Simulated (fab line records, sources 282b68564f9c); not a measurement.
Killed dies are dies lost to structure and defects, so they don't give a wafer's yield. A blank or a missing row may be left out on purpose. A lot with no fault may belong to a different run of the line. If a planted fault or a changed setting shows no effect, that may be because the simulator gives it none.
Which of the tools did it? || flow rit_cmos || Sampling: 14 lots, 42 wafers, 2 of 202 route steps

## WHAT THE GAUGES READ, wafer by wafer
The record lacks any reading of a measuring or inspecting step that a usual standard deviation could be used to judge.

## WHICH TOOL RAN EACH LOT (tool, then ch and the chambers of the sampled wafers, then the start)
{"lot": "L884", "RIT_M1_HARDBAKE_11": "litho_track-02 ch 0, day 3 10:55", "RIT_M1_PROBE_99": "-"}
{"lot": "L885", "RIT_M1_HARDBAKE_11": "litho_track-02 ch 0, day 3 15:34", "RIT_M1_PROBE_99": "-"}
{"lot": "L886", "RIT_M1_HARDBAKE_11": "litho_track-04 ch 0, day 3 20:53", "RIT_M1_PROBE_99": "-"}
{"lot": "L887", "RIT_M1_HARDBAKE_11": "litho_track-01 ch 0, day 4 02:49", "RIT_M1_PROBE_99": "prober-02, day 4 05:20"}
{"lot": "L888", "RIT_M1_HARDBAKE_11": "litho_track-04 ch 0, day 4 10:45", "RIT_M1_PROBE_99": "-"}
{"lot": "L890", "RIT_M1_HARDBAKE_11": "litho_track-01 ch 0, day 4 18:59", "RIT_M1_PROBE_99": "prober-01, day 4 21:29"}
{"lot": "L891", "RIT_M1_HARDBAKE_11": "litho_track-02 ch 0, day 4 22:31", "RIT_M1_PROBE_99": "-"}
{"lot": "L892", "RIT_M1_HARDBAKE_11": "litho_track-02 ch 0, day 5 01:07", "RIT_M1_PROBE_99": "prober-01, day 5 03:37"}
{"lot": "L893", "RIT_M1_HARDBAKE_11": "litho_track-01 ch 0, day 5 10:14", "RIT_M1_PROBE_99": "-"}
{"lot": "L896", "RIT_M1_HARDBAKE_11": "litho_track-01 ch 0, day 6 01:41", "RIT_M1_PROBE_99": "prober-01, day 6 04:11"}
{"lot": "L899", "RIT_M1_HARDBAKE_11": "litho_track-01 ch 0, day 6 17:32", "RIT_M1_PROBE_99": "prober-01, day 6 20:02"}
{"lot": "L902", "RIT_M1_HARDBAKE_11": "litho_track-02 ch 0, day 7 19:16", "RIT_M1_PROBE_99": "prober-01, day 7 21:46"}
{"lot": "L905", "RIT_M1_HARDBAKE_11": "litho_track-04 ch 0, day 8 14:35", "RIT_M1_PROBE_99": "-"}
{"lot": "L906", "RIT_M1_HARDBAKE_11": "litho_track-04 ch 0, day 8 21:05", "RIT_M1_PROBE_99": "prober-02, day 9 00:30"}
- RIT_M1_HARDBAKE_11: time 120 s.
- RIT_M1_PROBE_99

## WHAT THE TOOLS THEMSELVES READ (means of the sampled wafers that have a number; where no wafer has one, the mark that the record gives instead)
RIT_M1_HARDBAKE_11. Usual: heater_power_total_W 52.02 W, standard deviation 0.06; plate_temp_C 140.02 C, standard deviation 0.15.
{"lot": "L884", "tool": "litho_track-02", "heater_power_total_W (W)": 51.97, "plate_temp_C (C)": 140.19, "flag": ""}
{"lot": "L885", "tool": "litho_track-02", "heater_power_total_W (W)": 52.02, "plate_temp_C (C)": 140.16, "flag": ""}
{"lot": "L886", "tool": "litho_track-04", "heater_power_total_W (W)": 52.03, "plate_temp_C (C)": 140.02, "flag": ""}
{"lot": "L887", "tool": "litho_track-01", "heater_power_total_W (W)": 52.03, "plate_temp_C (C)": 140.00, "flag": ""}
{"lot": "L888", "tool": "litho_track-04", "heater_power_total_W (W)": 51.99, "plate_temp_C (C)": 139.81, "flag": ""}
{"lot": "L890", "tool": "litho_track-01", "heater_power_total_W (W)": 52.04, "plate_temp_C (C)": 140.11, "flag": ""}
{"lot": "L891", "tool": "litho_track-02", "heater_power_total_W (W)": 51.96, "plate_temp_C (C)": 140.09, "flag": ""}
{"lot": "L892", "tool": "litho_track-02", "heater_power_total_W (W)": 52.02, "plate_temp_C (C)": 139.92, "flag": ""}
{"lot": "L893", "tool": "litho_track-01", "heater_power_total_W (W)": 52.01, "plate_temp_C (C)": 139.97, "flag": ""}
{"lot": "L896", "tool": "litho_track-01", "heater_power_total_W (W)": 53.19, "plate_temp_C (C)": 142.51, "flag": "OFF"}
{"lot": "L899", "tool": "litho_track-01", "heater_power_total_W (W)": 53.21, "plate_temp_C (C)": 142.65, "flag": "OFF"}
{"lot": "L902", "tool": "litho_track-02", "heater_power_total_W (W)": 52.04, "plate_temp_C (C)": 140.19, "flag": ""}
{"lot": "L905", "tool": "litho_track-04", "heater_power_total_W (W)": 52.08, "plate_temp_C (C)": 139.92, "flag": ""}
{"lot": "L906", "tool": "litho_track-04", "heater_power_total_W (W)": 52.04, "plate_temp_C (C)": 140.09, "flag": ""}

RIT_M1_PROBE_99. Usual: defect_limited_yield 97.2 %, standard deviation 1.2; killed_at_M0_to_M3 0.0, standard deviation 0.083; killed_at_contacts 0.1, standard deviation 0.27; killed_at_front_end 7, standard deviation 3.1; killed_dies 7, standard deviation 3.2; killed_open 3.8, standard deviation 2.1; killed_short 3.6, standard deviation 2; sort_bin_3_pad_short 0.1 %, standard deviation 0.22; sort_bin_5_function 1.7 %, standard deviation 0.8; sort_bin_6_memory 1.0 %, standard deviation 0.64; sort_n_pass 257, standard deviation 3.2; sort_yield_pct 97.2 %, standard deviation 1.2.
{"lot": "L887", "tool": "prober-02", "defect_limited_yield (%)": 97.0, "killed_at_M0_to_M3": 0.0, "killed_at_contacts": 0.0, "killed_at_front_end": 8, "killed_dies": 8, "killed_open": 3.7, "killed_short": 4.3, "sort_bin_3_pad_short (%)": 0.4, "sort_bin_5_function (%)": 1.7, "sort_bin_6_memory (%)": 1.0, "sort_n_pass": 256, "sort_yield_pct (%)": 97.0, "flag": ""}
{"lot": "L890", "tool": "prober-01", "defect_limited_yield (%)": 98.0, "killed_at_M0_to_M3": 0.0, "killed_at_contacts": 0.3, "killed_at_front_end": 5, "killed_dies": 5, "killed_open": 2.3, "killed_short": 3.0, "sort_bin_3_pad_short (%)": 0.4, "sort_bin_5_function (%)": 1.0, "sort_bin_6_memory (%)": 0.6, "sort_n_pass": 259, "sort_yield_pct (%)": 98.0, "flag": ""}
{"lot": "L892", "tool": "prober-01", "defect_limited_yield (%)": 96.8, "killed_at_M0_to_M3": 0.0, "killed_at_contacts": 0.0, "killed_at_front_end": 8, "killed_dies": 8, "killed_open": 3.3, "killed_short": 5.0, "sort_bin_3_pad_short (%)": 0.3, "sort_bin_5_function (%)": 1.9, "sort_bin_6_memory (%)": 1.0, "sort_n_pass": 256, "sort_yield_pct (%)": 96.8, "flag": ""}
{"lot": "L896", "tool": "prober-01", "defect_limited_yield (%)": 95.7, "killed_at_M0_to_M3": 0.0, "killed_at_contacts": 0.3, "killed_at_front_end": 11, "killed_dies": 11, "killed_open": 4.3, "killed_short": 7.0, "sort_bin_3_pad_short (%)": 0.3, "sort_bin_5_function (%)": 2.3, "sort_bin_6_memory (%)": 1.8, "sort_n_pass": 253, "sort_yield_pct (%)": 95.7, "flag": ""}
{"lot": "L899", "tool": "prober-01", "defect_limited_yield (%)": 97.1, "killed_at_M0_to_M3": 0.0, "killed_at_contacts": 0.0, "killed_at_front_end": 8, "killed_dies": 8, "killed_open": 4.0, "killed_short": 3.7, "sort_bin_3_pad_short (%)": 0.3, "sort_bin_5_function (%)": 1.6, "sort_bin_6_memory (%)": 1.0, "sort_n_pass": 256, "sort_yield_pct (%)": 97.1, "flag": ""}
{"lot": "L902", "tool": "prober-01", "defect_limited_yield (%)": 97.6, "killed_at_M0_to_M3": 0.0, "killed_at_contacts": 0.7, "killed_at_front_end": 6, "killed_dies": 6, "killed_open": 3.0, "killed_short": 3.3, "sort_bin_3_pad_short (%)": 0.4, "sort_bin_5_function (%)": 1.2, "sort_bin_6_memory (%)": 0.8, "sort_n_pass": 258, "sort_yield_pct (%)": 97.6, "flag": ""}
{"lot": "L906", "tool": "prober-02", "defect_limited_yield (%)": 97.5, "killed_at_M0_to_M3": 0.0, "killed_at_contacts": 0.0, "killed_at_front_end": 7, "killed_dies": 7, "killed_open": 4.7, "killed_short": 2.0, "sort_bin_3_pad_short (%)": 0.0, "sort_bin_5_function (%)": 1.3, "sort_bin_6_memory (%)": 1.3, "sort_n_pass": 257, "sort_yield_pct (%)": 97.5, "flag": ""}

## THE ANSWER, worked out from the rows above alone
Rule: a lot is off if the mean of its wafers that have a number lies more than 3 standard deviations from the usual mean. Also off: a lot with no number at a reading for which 4 or more lots have one. Any other lot the step has rows for is counted as sound. The gauges are gone through in route order, then the tools' own readings, and for those a lot's mean is taken as printed above. At the first step where some lot is off, the reading lying furthest off is the one used; lots without a number count as furthest.
Off, at RIT_M1_HARDBAKE_11 on heater_power_total_W: L896, L899.
A tool fits if, at that step or a process step before it, it ran every lot that is off, and no sound lot after the first of them. One candidate fits, namely litho_track-01 at RIT_M1_HARDBAKE_11. Its last sound lot is L893 (day 5 10:14), its first lot that is off L896 (day 6 01:41): a fault that began between those two fits.
The tool's own readings at RIT_M1_HARDBAKE_11 bear it out: on the lots that are off they differ by more than 5 times the standard deviation of the sound lots' means. heater_power_total_W reads 53.20 W there against 52.02 W on the sound lots; plate_temp_C reads 142.58 C there against 140.04 C on the sound lots.

## WHAT THE SIMULATOR HAD INSERTED
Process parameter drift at RIT_M1_HARDBAKE_11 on litho_track-01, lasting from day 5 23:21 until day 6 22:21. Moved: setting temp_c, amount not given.
Lots struck among those shown: L896, L899. The same result came from the rule above.
